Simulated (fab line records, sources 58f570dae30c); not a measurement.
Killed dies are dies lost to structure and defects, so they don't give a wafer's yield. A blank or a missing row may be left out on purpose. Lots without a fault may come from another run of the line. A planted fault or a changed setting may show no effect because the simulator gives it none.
Which tool did it? | flow berkeley_cmos170 | 7 lots, 21 wafers sampled, at 2 steps of a route of 331

WHAT THE GAUGES READ, wafer by wafer
UCB170_M1_RS_MEAS_01: measures by four-point-probe.
lot  | measured     | on            | M1_AL_RS (ohm/sq)
L501 | day 8 14:57  | film_metro-03 | 0.0488 0.0493 0.0489
L503 | day 9 09:33  | film_metro-03 | 0.0476 0.0480 0.0478
L504 | day 9 10:01  | film_metro-01 | 0.0486 0.0477 0.0478
L510 | day 10 02:58 | film_metro-03 | 0.0483 0.0484 0.0487
L513 | day 10 15:08 | film_metro-02 | 0.0478 0.0477 0.0476
L521 | day 12 12:38 | film_metro-01 | 0.0477 0.0475 0.0474
L523 | day 12 19:42 | film_metro-03 | 0.0474 0.0478 0.0477

WHICH TOOL RAN EACH LOT (tool, then ch and the chambers of the sampled wafers, then the start)
lot  | UCB170_M1_SPUTTER_00
L501 | pvd_sputter-01, day 8 14:52
L503 | pvd_sputter-03, day 9 09:29
L504 | pvd_sputter-01, day 9 09:57
L510 | pvd_sputter-01, day 10 02:50
L513 | pvd_sputter-03, day 10 15:04
L521 | pvd_sputter-03, day 12 12:34
L523 | pvd_sputter-01, day 12 19:34
- UCB170_M1_SPUTTER_00: material Al, target thk 600 nm, time 80 s.

THE ANSWER, worked out from the rows above alone
Rule: what is usual is taken from the lots themselves. Put in order of their means at a reading, lots are off if they are a third of the lots or fewer, leave a main group of 4 or more, and stand apart from it by a gap of 3 or more times the standard deviation of the main group's means; of several such gaps the widest counts. A main group whose means are all the same, to the digits that the tables above print for the reading, isn't used. A lot without any number at a reading at which 4 lots or more have one is off too. The other lots that the step has rows for count as sound.
No lot is off at any reading shown: from this, nothing can be told.

WHAT THE SIMULATOR HAD PUT IN
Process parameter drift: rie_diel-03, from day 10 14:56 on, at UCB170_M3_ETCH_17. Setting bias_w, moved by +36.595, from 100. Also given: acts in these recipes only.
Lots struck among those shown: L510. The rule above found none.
